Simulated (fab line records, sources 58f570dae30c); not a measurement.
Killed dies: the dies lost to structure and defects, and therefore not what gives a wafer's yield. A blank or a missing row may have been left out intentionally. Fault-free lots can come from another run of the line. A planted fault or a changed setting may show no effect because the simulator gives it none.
8D (eight disciplines) problem report, filled in by code -- flow berkeleyCmos170 -- the parts of the form that need people (team, actions taken, sign-off) are left out

== 1. WHAT WENT WRONG ==
UCB170_ACTIVE_EXPOSE_10, exposureDoseMJCm2: mean 19.891 on 3 wafers (1 lot); fault-free wafers 19.998, standard deviation 0.02. That is -5.4 standard deviations from the usual mean.
The step: exposes mask ACTIVE, target cd 1200 nm.
First seen on wafer L976.3, day 6 23:01, on krfScanner-01. At this step, 39 wafers from 13 lots have a number in the record. By rule, "out" or "out of limits" means more than 4 standard deviations away from the usual mean. The other wafers with a number count as sound.

== 2. WHAT THIS IS AND IS NOT ==
question,is,is not
which readings at this step,exposureDoseMJCm2,-
which lots,L976,"L961, L962, L964, L965, L968, L969, L970, L971, L972, L975, L982, L983"
which wafers of those lots,all that have a number,-
read on which tools,krfScanner-01,krfScanner-02
when,from day 6 23:01,"up to then (27 sound wafers); but 9 sound wafers of L975, L982, L983 came after"

== 3. THE SUSPECTS, EACH WITH WHAT RULES IT OUT ==
Counting: a tool at a process step up to the reading stays a suspect if it ran every lot that is out and no sound lot after the first of them.
- plasmaAsher-01 at UCB170_ZERO_STRIP_07 (strips in O2): ruled out as a lasting fault. Sound lots L983 ran on it after its first lot that is out, L976 (day 4 22:07).
- rieDiel-02 at UCB170_NWELL_ETCH_13 (etches Si3N4 in CH3F/Ar/O2, stops on SiO2, target depth 246.4 nm, time 154 s): ruled out as a lasting fault. Sound lots L983 ran on it after its first lot that is out, L976 (day 5 07:10).
- krfScanner-01 at UCB170_ACTIVE_EXPOSE_10 (exposes mask ACTIVE, target cd 1200 nm): kept. It ran the lot that is out, L976 (day 6 23:01), and no sound lot after that; its last sound lot up to then is L971 (day 5 22:48). Its own readings are out on those wafers: exposureDoseMJCm2.
The count leaves krfScanner-01 at UCB170_ACTIVE_EXPOSE_10.

== 4. THE CAUSE (what the simulator had put in) ==
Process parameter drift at UCB170_ACTIVE_EXPOSE_10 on krfScanner-01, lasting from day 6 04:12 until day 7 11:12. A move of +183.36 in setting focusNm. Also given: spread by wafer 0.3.
This tool alone remained once counting was done.

== 5. THE EFFECT CHAIN, in route order ==
One row per reading whose mean, taken over the struck wafers that have a number, lies over 3 standard deviations from the usual. Only readings for which the record gives a usual standard deviation are gone through. hours: the time from each lot's start at the first step in this table that gives one to its start at this step, as a median over the lots. sigmas: the change in usual standard deviations.
hours,step,reading,usual,on struck wafers,change,sigmas
0,UCB170_ACTIVE_EXPOSE_10,exposureDoseMJCm2,19.998,19.891,-0.107,-5.4
Here are the process steps it includes:
- UCB170_ACTIVE_EXPOSE_10: exposes mask ACTIVE, target cd 1200 nm.

== 6. HOW IT WOULD HAVE BEEN CAUGHT EARLIER ==
First out-of-limits reading in this record: day 6 23:01, which is 19 hours after fault onset at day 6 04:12.
